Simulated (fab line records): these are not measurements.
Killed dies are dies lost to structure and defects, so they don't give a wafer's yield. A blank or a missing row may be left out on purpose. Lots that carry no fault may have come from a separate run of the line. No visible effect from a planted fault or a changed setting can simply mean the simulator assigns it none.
fab line records ; flow rit-cmos
record: lots: 7; wafers: 21; last-day: 7
route steps=202 shown SILICIDE@163 CONTACT@168
lots that met no fault: from a run of the same line without faults
start-h: hours from the record's opening day to when the first of the lot's shown wafers began ; wait-h: how many hours have passed since the lot's step before this one ; " same as the row above ; L1.1+2: one row covering several wafers at once ; - value missing, or start not given ; * or withheld: withheld ; < > ~ a bound
route shown NAME@n: a module of which the file shows steps, and the number in the route of the first ; usual: mean/standard deviation taken from wafers without a fault ; same: alike in all rows ; chamber/n: place in a boat ; sites: each site's reading ; _std_site: the standard deviation of these ; _edge_site: inner sites' mean taken away from outer sites' mean ; radius-mm: for every site, how far away it sits from the centre of the wafer ; mask NAME#n: copy n ; behind: the tool/chamber that last shaped the wafer ; hold: why the lot went on hold/how many hours it stayed there/how the hold came to an end ; device: names the non-switching transistor (n, p or np) ; end of line: the tests these same wafers got at the end of their route ; where a step has no rows: the recipe by itself ; killed: the dies lost at the first sort to structure and to defects; this is not the yield of the wafer ; map: shows each die of a wafer: x if killed, . if not, _ if none is there
set.NAME: the setting that was run; set.NAME@STEP: the one run at that earlier step ; model.NAME: the simulator's own value behind a step, which no gauge read
lots at selected steps of the route; one table per step, one row per wafer
services: a tool's chamber out of use, with start hour (start-h, from the record's first day; less than 0 if before it), hours out, and reason
== steps ==
step: RIT_SILICIDE_RS_MEAS_02
recipe: thk-meas-gauge: four-point-probe; reads: Ti_of_SILICIDE_SPUTTER_01
usual: SILICIDE_TI_RS: 48.2/0.76
lot.wafer;tool;chamber;start-h;wait-h;SILICIDE_TI_RS[ohm/sq]
L552.3;film-metro-04;-;63.97;0.1;47.8
L552.5;film-metro-04;-;63.97;0.1;48.0
L552.6;film-metro-04;-;63.97;0.1;47.6
L555.2;film-metro-04;-;78.80;0.1;48.5
L555.4;film-metro-04;-;78.80;0.1;48.4
L555.5;film-metro-04;-;78.80;0.1;48.9
L560.2;film-metro-04;-;108.28;0.1;47.8
L560.4;film-metro-04;-;108.28;0.1;47.5
L560.5;film-metro-04;-;108.28;0.1;47.5
L571.2;film-metro-03;-;157.30;0.1;47.7
L571.3;film-metro-03;-;157.30;0.1;47.7
L571.4;film-metro-03;-;157.30;0.1;47.3
L572.2;film-metro-02;-;160.71;0.1;49.6
L572.5;film-metro-02;-;160.71;0.1;49.6
L572.6;film-metro-02;-;160.71;0.1;49.9
L573.1;film-metro-04;-;165.60;0.1;48.9
L573.3;film-metro-04;-;165.60;0.1;48.4
L573.5;film-metro-04;-;165.60;0.1;48.2
L574.1;film-metro-04;-;171.43;0.1;50.2
L574.2;film-metro-04;-;171.43;0.1;48.8
L574.4;film-metro-04;-;171.43;0.1;49.1
step: RIT_SILICIDE_THK_MEAS_03
recipe: thk-meas-gauge: xrf; reads: Ti_of_SILICIDE_SPUTTER_01
usual: SILICIDE_TI_THK: 29.8/0.39
lot.wafer;tool;chamber;start-h;wait-h;SILICIDE_TI_THK[nm]
L552.3;film-metro-04;-;64.07;0.1;30.0
L552.5;film-metro-04;-;64.07;0.1;30.1
L552.6;film-metro-04;-;64.07;0.1;30.2
L555.2;film-metro-04;-;78.91;0.1;29.7
L555.4;film-metro-04;-;78.91;0.1;29.7
L555.5;film-metro-04;-;78.91;0.1;29.5
L560.2;film-metro-04;-;108.39;0.1;30.2
L560.4;film-metro-04;-;108.39;0.1;30.2
L560.5;film-metro-04;-;108.39;0.1;30.3
L571.2;film-metro-03;-;157.41;0.1;30.0
L571.3;film-metro-03;-;157.41;0.1;29.8
L571.4;film-metro-03;-;157.41;0.1;30.2
L572.2;film-metro-02;-;160.82;0.1;29.2
L572.5;film-metro-02;-;160.82;0.1;29.2
L572.6;film-metro-02;-;160.82;0.1;29.1
L573.1;film-metro-04;-;165.72;0.1;29.5
L573.3;film-metro-04;-;165.72;0.1;29.6
L573.5;film-metro-04;-;165.72;0.1;29.7
L574.1;film-metro-04;-;171.55;0.1;28.8
L574.2;film-metro-04;-;171.55;0.1;29.5
L574.4;film-metro-04;-;171.55;0.1;29.4
step: RIT_SILICIDE_RTA_04
recipe: temp-c: 650; time-s: 10; idle-temp-c: 25; ramp-up-s: 5; ramp-down-s: 5; cool-to-c: 25; ambient: N2
usual: wafer_temp_C_max: 652.8/0.55
lot.wafer;tool;chamber;start-h;wait-h;wafer_temp_C_max
L552.3;rtp-anneal-02;0;64.13;0.1;652.9
L552.5;rtp-anneal-02;0;64.13;0.1;652.7
L552.6;rtp-anneal-02;0;64.13;0.1;652.6
L555.2;rtp-anneal-02;0;78.97;0.1;653.0
L555.4;rtp-anneal-02;0;78.97;0.1;652.4
L555.5;rtp-anneal-02;0;78.97;0.1;651.9
L560.2;rtp-anneal-02;0;108.45;0.1;652.2
L560.4;rtp-anneal-02;0;108.45;0.1;652.7
L560.5;rtp-anneal-02;0;108.45;0.1;653.9
L571.2;rtp-anneal-02;0;157.47;0.1;652.1
L571.3;rtp-anneal-02;0;157.47;0.1;652.5
L571.4;rtp-anneal-02;0;157.47;0.1;652.2
L572.2;rtp-anneal-01;0;160.88;0.1;652.7
L572.5;rtp-anneal-01;0;160.88;0.1;653.6
L572.6;rtp-anneal-01;0;160.88;0.1;653.0
L573.1;rtp-anneal-02;0;165.78;0.1;651.9
L573.3;rtp-anneal-02;0;165.78;0.1;652.5
L573.5;rtp-anneal-02;0;165.78;0.1;652.0
L574.1;rtp-anneal-01;0;171.61;0.1;653.1
L574.2;rtp-anneal-01;0;171.61;0.1;653.5
L574.4;rtp-anneal-01;0;171.61;0.1;652.8
step: RIT_SILICIDE_WET_ETCH_05
recipe: chemistry: SPM; target: Ti; temp-c: 90; time-s: 120; dry: n2-spin
step: RIT_SILICIDE_RTA_06
recipe: temp-c: 750; time-s: 10.37; idle-temp-c: 25; ramp-up-s: 5; ramp-down-s: 10; cool-to-c: 25; ambient: N2
usual: wafer_temp_C_max: 753.2/0.7
lot.wafer;tool;chamber;start-h;wait-h;wafer_temp_C_max
L552.3;rtp-anneal-02;0;64.24;0.0;753.0
L552.5;rtp-anneal-02;0;64.24;0.0;752.5
L552.6;rtp-anneal-02;0;64.24;0.0;753.0
L555.2;rtp-anneal-01;0;79.09;0.0;752.8
L555.4;rtp-anneal-01;0;79.09;0.0;755.3
L555.5;rtp-anneal-01;0;79.09;0.0;754.2
L560.2;rtp-anneal-01;0;108.57;0.0;754.1
L560.4;rtp-anneal-01;0;108.57;0.0;752.8
L560.5;rtp-anneal-01;0;108.57;0.0;754.1
L571.2;rtp-anneal-01;0;157.58;0.0;754.5
L571.3;rtp-anneal-01;0;157.58;0.0;753.9
L571.4;rtp-anneal-01;0;157.58;0.0;752.9
L572.2;rtp-anneal-02;0;160.99;0.0;754.8
L572.5;rtp-anneal-02;0;160.99;0.0;753.0
L572.6;rtp-anneal-02;0;160.99;0.0;753.9
L573.1;rtp-anneal-01;0;165.89;0.0;754.0
L573.3;rtp-anneal-01;0;165.89;0.0;753.2
L573.5;rtp-anneal-01;0;165.89;0.0;753.5
L574.1;rtp-anneal-02;0;171.78;0.0;752.8
L574.2;rtp-anneal-02;0;171.78;0.0;752.3
L574.4;rtp-anneal-02;0;171.78;0.0;754.4
step: RIT_CONTACT_CVD_00
recipe: material: SiO2; target-thk-nm: 400; precursor: TEOS; temp-c: 390; time-s: 61; rf-w: 400
usual: heater-power-w: 304/49
lot.wafer;tool;chamber;start-h;wait-h;heater-power-w
L552.3;pecvd-03;2;64.31;0.1;248
L552.5;pecvd-03;2;64.31;0.1;273
L552.6;pecvd-03;0;64.31;0.1;214
L555.2;pecvd-03;1;79.14;0.0;278
L555.4;pecvd-03;0;79.14;0.0;285
L555.5;pecvd-03;1;79.14;0.0;320
L560.2;pecvd-02;1;108.62;0.0;407
L560.4;pecvd-02;2;108.62;0.0;256
L560.5;pecvd-02;1;108.62;0.0;422
L571.2;pecvd-01;2;157.64;0.0;355
L571.3;pecvd-01;0;157.64;0.0;314
L571.4;pecvd-01;0;157.64;0.0;321
L572.2;pecvd-03;0;161.04;0.0;262
L572.5;pecvd-03;0;161.04;0.0;281
L572.6;pecvd-03;2;161.04;0.0;313
L573.1;pecvd-02;2;166.03;0.1;275
L573.3;pecvd-02;1;166.03;0.1;335
L573.5;pecvd-02;1;166.03;0.1;362
L574.1;pecvd-01;0;171.85;0.1;361
L574.2;pecvd-01;1;171.85;0.1;243
L574.4;pecvd-01;0;171.85;0.1;274
step: RIT_CONTACT_THK_MEAS_01
recipe: reads: SiO2_of_CONTACT_CVD_00
usual: CONTACT_TEOS_THK: 401/5.4
lot.wafer;tool;chamber;start-h;wait-h;CONTACT_TEOS_THK[nm]
L552.3;film-metro-01;-;64.38;0.0;405
L552.5;film-metro-01;-;64.38;0.0;400
L552.6;film-metro-01;-;64.38;0.0;398
L555.2;film-metro-03;-;79.23;0.1;400
L555.4;film-metro-03;-;79.23;0.1;404
L555.5;film-metro-03;-;79.23;0.1;405
L560.2;film-metro-03;-;108.68;0.0;400
L560.4;film-metro-03;-;108.68;0.0;406
L560.5;film-metro-03;-;108.68;0.0;404
L571.2;film-metro-03;-;157.70;0.0;399
L571.3;film-metro-03;-;157.70;0.0;396
L571.4;film-metro-03;-;157.70;0.0;401
L572.2;film-metro-01;-;161.10;0.0;402
L572.5;film-metro-01;-;161.10;0.0;409
L572.6;film-metro-01;-;161.10;0.0;408
L573.1;film-metro-01;-;166.08;0.0;411
L573.3;film-metro-01;-;166.08;0.0;409
L573.5;film-metro-01;-;166.08;0.0;414
L574.1;film-metro-03;-;171.90;0.0;398
L574.2;film-metro-03;-;171.90;0.0;394
L574.4;film-metro-03;-;171.90;0.0;399
step: RIT_CONTACT_HMDS_02
recipe: prime-time-s: 60; prime-temp-c: 140
step: RIT_CONTACT_COAT_03
recipe: resist: NOVOLAK; spin-rpm: 3250; resist-thk-nm: 1000
step: RIT_CONTACT_SOFTBAKE_04
recipe: resist: NOVOLAK; temp-c: 90; time-s: 60
step: RIT_CONTACT_EXPOSE_05
recipe: mask-id: M11; na: 0.6; source-shape: conventional; sigma-outer: 0.5; target-cd-nm: 1000; dose-mj: 250
step: RIT_CONTACT_PEB_06
recipe: resist: NOVOLAK; temp-c: withheld; time-s: withheld
step: RIT_CONTACT_DEVELOP_07
recipe: resist: NOVOLAK; develop-time-s: 120; dev-temp-c: 23
usual: chill-plate-temp-C: 23.01/0.11; develop-time-s: 120/0
lot.wafer;tool;chamber;start-h;wait-h;chill-plate-temp-C;develop-time-s
L552.3;litho-track-02;0;65;-;23.14;120
L552.5;litho-track-02;0;65;-;22.99;120
L552.6;litho-track-02;0;65;-;23.14;120
L555.2;litho-track-03;0;80;-;22.95;120
L555.4;litho-track-03;0;80;-;22.93;120
L555.5;litho-track-03;0;80;-;23.01;120
L560.2;litho-track-03;0;109;-;23.18;120
L560.4;litho-track-03;0;109;-;23.14;120
L560.5;litho-track-03;0;109;-;23.09;120
L571.2;litho-track-03;-;158;-;-;-
L571.3;litho-track-03;-;158;-;-;-
L571.4;litho-track-03;-;158;-;-;-
L572.2;litho-track-01;-;162;-;-;-
L572.5;litho-track-01;-;162;-;-;-
L572.6;litho-track-01;-;162;-;-;-
L573.1;litho-track-01;-;166;-;-;-
L573.3;litho-track-01;-;166;-;-;-
L573.5;litho-track-01;-;167;-;-;-
L574.1;litho-track-03;0;172;-;23.19;120
L574.2;litho-track-03;0;172;-;23.05;120
L574.4;litho-track-03;0;172;-;22.97;120
step: RIT_CONTACT_CD_MEAS_08
recipe: target-cd-nm: 1000
usual: cd-nm: 1000.5/2
lot.wafer;tool;chamber;start-h;wait-h;cd-nm
L552.3;cd-sem-01;-;65.55;-;999.4
L552.5;cd-sem-01;-;65.55;-;998.4
L552.6;cd-sem-01;-;65.55;-;999.4
L555.2;cd-sem-02;-;80.26;-;997.8
L555.4;cd-sem-02;-;80.26;-;1000.1
L555.5;cd-sem-02;-;80.26;-;998.0
L560.2;cd-sem-01;-;110.05;-;1000.6
L560.4;cd-sem-01;-;110.05;-;1001.3
L560.5;cd-sem-01;-;110.05;-;999.6
L571.2;cd-sem-01;-;158.86;-;-
L571.3;cd-sem-01;-;158.86;-;-
L571.4;cd-sem-01;-;158.86;-;-
L572.2;cd-sem-01;-;162.45;-;-
L572.5;cd-sem-01;-;162.45;-;-
L572.6;cd-sem-01;-;162.45;-;-
L573.1;cd-sem-01;-;167.10;-;-
L573.3;cd-sem-01;-;167.10;-;-
L573.5;cd-sem-01;-;167.10;-;-
L574.1;cd-sem-02;-;172.93;-;998.6
L574.2;cd-sem-02;-;172.93;-;1002.3
L574.4;cd-sem-02;-;172.93;-;1000.5
== services ==
tool;chamber;start-h;hours;kind
pecvd-01;-;50.11;4.8;repair
pecvd-03;1;53.60;11.8;repair
pecvd-03;2;69.07;15.2;repair
rtp-anneal-01;-;79.63;5.0;pm
pecvd-03;-;86.79;1.4;repair
pecvd-02;-;94.93;0.8;repair
pecvd-02;-;128.43;2.8;pm
== key ==
first-sign: step: RIT_CONTACT_DEVELOP_07; reading: tool-record; direction: missing
effect none on later readings
met-at RIT_CONTACT_DEVELOP_07
struck-wafers L571.2,L571.3,L571.4,L572.2,L572.5,L572.6,L573.1,L573.3,L573.5
later-rows-left-out L571.2,L571.3,L571.4,L572.2,L572.5,L572.6,L573.1,L573.3,L573.5
sort-left-out L571.2,L571.3,L571.4,L572.2,L572.5,L572.6,L573.1,L573.3,L573.5
tester-left-out L571,L572,L573
onset-between 109 158
fault: kind: skipped-step-whole; tool: litho-track-01,litho-track-03; chamber: -; onset-h: 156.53; steps: RIT_CONTACT_DEVELOP_07; scope: struck-lots-only
tester-left-out: of these lots the tester's yield and bins aren't shown, on N5 and GAA mostly nor the transistor test; their killed dies are dies lost to structure and defects alone, not to doping, threshold or leakage, so they don't give the yield
sort-left-out: the simulated sort isn't trusted on such a fault, so these wafers' sort isn't shown, and their yield isn't known
later-rows-left-out: the simulator's readings of these wafers behind a module that went badly wrong aren't trusted and aren't shown, but for the sort
